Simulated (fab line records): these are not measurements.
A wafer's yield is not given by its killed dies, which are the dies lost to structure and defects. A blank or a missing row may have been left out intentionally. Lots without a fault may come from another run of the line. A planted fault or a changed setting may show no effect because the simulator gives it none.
Which tool was responsible? | flow rit_cmos | 13 lots, 39 wafers sampled, at 2 steps of a route of 202

## WHAT EACH GAUGE READ, for each wafer
RIT_SDANNEAL_RS_MEAS_05: uses a four-point probe to measure.
lot  | measured    | on            | NSD_RS (ohm/sq)
L644 | day 3 03:47 | film_metro-04 | 84.5 84.1 84.3
L649 | day 4 08:50 | film_metro-03 | 83.8 83.7 83.4
L651 | day 4 14:06 | film_metro-04 | 84.4 84.3 84.1
L652 | day 4 23:06 | film_metro-03 | 84.8 85.1 85.0
L653 | day 5 03:10 | film_metro-03 | 84.7 84.5 84.8
L654 | day 5 07:05 | film_metro-04 | 84.3 84.3 84.3
L655 | day 5 11:48 | film_metro-04 | 84.6 84.5 85.0
L656 | day 5 20:15 | film_metro-02 | 85.0 84.8 85.2
L657 | day 5 20:35 | film_metro-04 | 84.1 84.3 84.1
L658 | day 6 00:10 | film_metro-04 | 84.6 84.4 84.5
L660 | day 6 11:52 | film_metro-03 | 84.6 84.8 84.4
L663 | day 7 03:19 | film_metro-03 | 84.4 84.3 84.4
L664 | day 7 10:20 | film_metro-04 | 84.8 84.7 84.8

## WHICH TOOL RAN EACH LOT (tool, then ch and the chambers of the sampled wafers, then the start)
lot  | RIT_NWELL_STRIP_09
L644 | plasma_asher-04 ch 0,1, day 1 22:49
L649 | plasma_asher-04 ch 0,1, day 3 02:44
L651 | plasma_asher-02 ch 0,1, day 3 08:55
L652 | plasma_asher-02 ch 0, day 3 15:43
L653 | plasma_asher-04 ch 0,1, day 3 20:50
L654 | plasma_asher-02 ch 0,1, day 3 23:31
L655 | plasma_asher-04 ch 0,1, day 4 04:48
L656 | plasma_asher-02 ch 0,1, day 4 10:35
L657 | plasma_asher-02 ch 0,1, day 4 15:37
L658 | plasma_asher-03 ch 0,1, day 4 19:01
L660 | plasma_asher-03 ch 0,1, day 5 06:47
L663 | plasma_asher-04 ch 0,1, day 5 22:08
L664 | plasma_asher-03 ch 0,1, day 6 02:11
- RIT_NWELL_STRIP_09: strips in O2, time 180 s.

## WHAT THE TOOLS THEMSELVES READ (means of the sampled wafers that have a number; where no wafer has one, the mark that the record gives instead)
RIT_NWELL_STRIP_09.
lot  | tool            | drypump_motor_current_A (A)
L644 | plasma_asher-04 | 5.6
L649 | plasma_asher-04 | 5.6
L651 | plasma_asher-02 | 6.1
L652 | plasma_asher-02 | 6.1
L653 | plasma_asher-04 | 5.5
L654 | plasma_asher-02 | 6.1
L655 | plasma_asher-04 | 5.5
L656 | plasma_asher-02 | 6.0
L657 | plasma_asher-02 | 6.1
L658 | plasma_asher-03 | 6.0
L660 | plasma_asher-03 | 6.2
L663 | plasma_asher-04 | 5.8
L664 | plasma_asher-03 | 6.0

## THE ANSWER, worked out from the rows above alone
Rule: what is usual is taken from the lots themselves. Put in order of their means at a reading, lots are off if they are a third of the lots or fewer, leave a main group of 4 or more, and stand apart from it by a gap of 3 or more times the standard deviation of the main group's means; of several such gaps the widest counts. If all means in a main group match to the digits the tables above print for the reading, that group is not used. A lot without any number at a reading at which 4 lots or more have one is off too. Where the step has rows for the other lots, those lots are counted as sound. After the gauges, taken in route order, come the tools' own readings; for these a lot's mean is taken, as printed above. The first step at which some lot is off is used, and at that step the reading that is off furthest; a lot without a number counts as furthest.
Nothing can be told from this: no lot is off at any reading shown.

## WHAT WAS PUT IN BY THE SIMULATOR
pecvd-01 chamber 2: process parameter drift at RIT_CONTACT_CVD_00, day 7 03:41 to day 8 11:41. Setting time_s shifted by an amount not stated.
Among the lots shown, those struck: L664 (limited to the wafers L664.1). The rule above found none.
